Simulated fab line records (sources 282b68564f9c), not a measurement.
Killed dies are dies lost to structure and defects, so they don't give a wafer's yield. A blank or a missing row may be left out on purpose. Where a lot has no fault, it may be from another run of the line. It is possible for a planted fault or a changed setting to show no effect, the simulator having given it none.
The same fault as seen by 2 desks ; flow rit cmos ; numbers are kept per desk, each desk with only its own; the story behind them comes last

FOR THE TOOL OWNER'S DESK: pvd sputter-04
The tool's own readings at RIT_SILICIDE_SPUTTER_01 (material Ti, target thk 30 nm, time 240 s): means of the sampled wafers that have a number, for each lot that ran on this tool. If a lot's mean is further than 4 standard deviations from the usual mean, the lot is out of limits and carries the mark OUT (the distance appears in the brackets).
Columns: A = cathode dc power W at RIT_SILICIDE_SPUTTER_01, usual 350.01 W; B = chamber pressure pa at RIT_SILICIDE_SPUTTER_01, usual 0.6670 Pa; C = throttle valve pct at RIT_SILICIDE_SPUTTER_01, usual 29.3 %
lot;first seen here;A;B;C
L668;day 3 03:14;349.96;0.6668;29.1
L672;day 3 22:40;350.05;0.6663;28.6
L674;day 4 10:41;350.03;0.6675;29.2
L676;day 4 22:42;350.03;0.6670;28.5
L678;day 5 06:54;350.03;0.6672;28.9
L682;day 5 23:35;361.04 (+99 or more) OUT;0.6651;29.4
L684;day 6 09:07;361.14 (+99 or more) OUT;0.6678;28.6
Finding of this desk: L682, L684 out of limits; the first was L682 at day 5 23:35, on cathode dc power W at RIT_SILICIDE_SPUTTER_01. Within limits: L668, L672, L674, L676, L678.

FROM THE METROLOGY DESK
Means of the sampled wafers that have a number, per lot and without regard to the tool the lot ran on: this is what the gauges read. If a lot's mean is further than 4 standard deviations from the usual mean, the lot is out of limits and carries the mark OUT (the distance appears in the brackets).
Columns: A = cd nm at RIT_ACTIVE_CD_MEAS_11, usual 1400.6 nm; B = SILICIDE_TI_RS at RIT_SILICIDE_RS_MEAS_02, usual 47.6 ohm/sq; C = SILICIDE_TI_THK at RIT_SILICIDE_THK_MEAS_03, usual 30.2 nm
lot;first seen here;A;B;C
L668;day 1 14:26;1401.0;47.3;30.2
L670;day 2 00:29;1403.3;48.2;30.0
L671;day 2 05:26;1401.5;48.2;29.8
L672;day 2 10:35;1402.5;47.7;30.2
L673;day 2 15:26;1400.1;47.1;30.6
L674;day 2 20:45;1403.0;47.5;30.4
L676;day 3 07:01;1399.5;47.6;30.3
L677;day 3 11:26;1400.2;47.0;30.5
L678;day 3 16:31;1399.6;49.0;29.5
L682;day 4 13:19;1402.7;45.8;31.3
L684;day 4 22:35;1397.0;45.9;30.9
L687;day 5 13:26;1402.6;47.1;30.4
L689;day 5 23:26;1399.0;47.2;30.5
L691;day 6 09:35;1399.4;46.9;30.4
This desk found nothing out of limits on any of the 14 lots.

PUT TOGETHER
The tool owner's desk could have raised an alarm at day 5 23:35, on L682, L684.
The metrology desk saw nothing out of limits.
The metrology desk holds a record of L682, L684, inside its limits.
On pvd sputter-04, each named lot ran RIT_SILICIDE_SPUTTER_01.

WHAT WAS PUT IN BY THE SIMULATOR
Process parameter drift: pvd sputter-04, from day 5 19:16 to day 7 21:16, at RIT_SILICIDE_SPUTTER_01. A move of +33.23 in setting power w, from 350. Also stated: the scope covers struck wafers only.
Shown lots that were struck: L682, L684.
Each desk's first reading out of limits, in hours after the fault started: the tool owner's desk, 4.
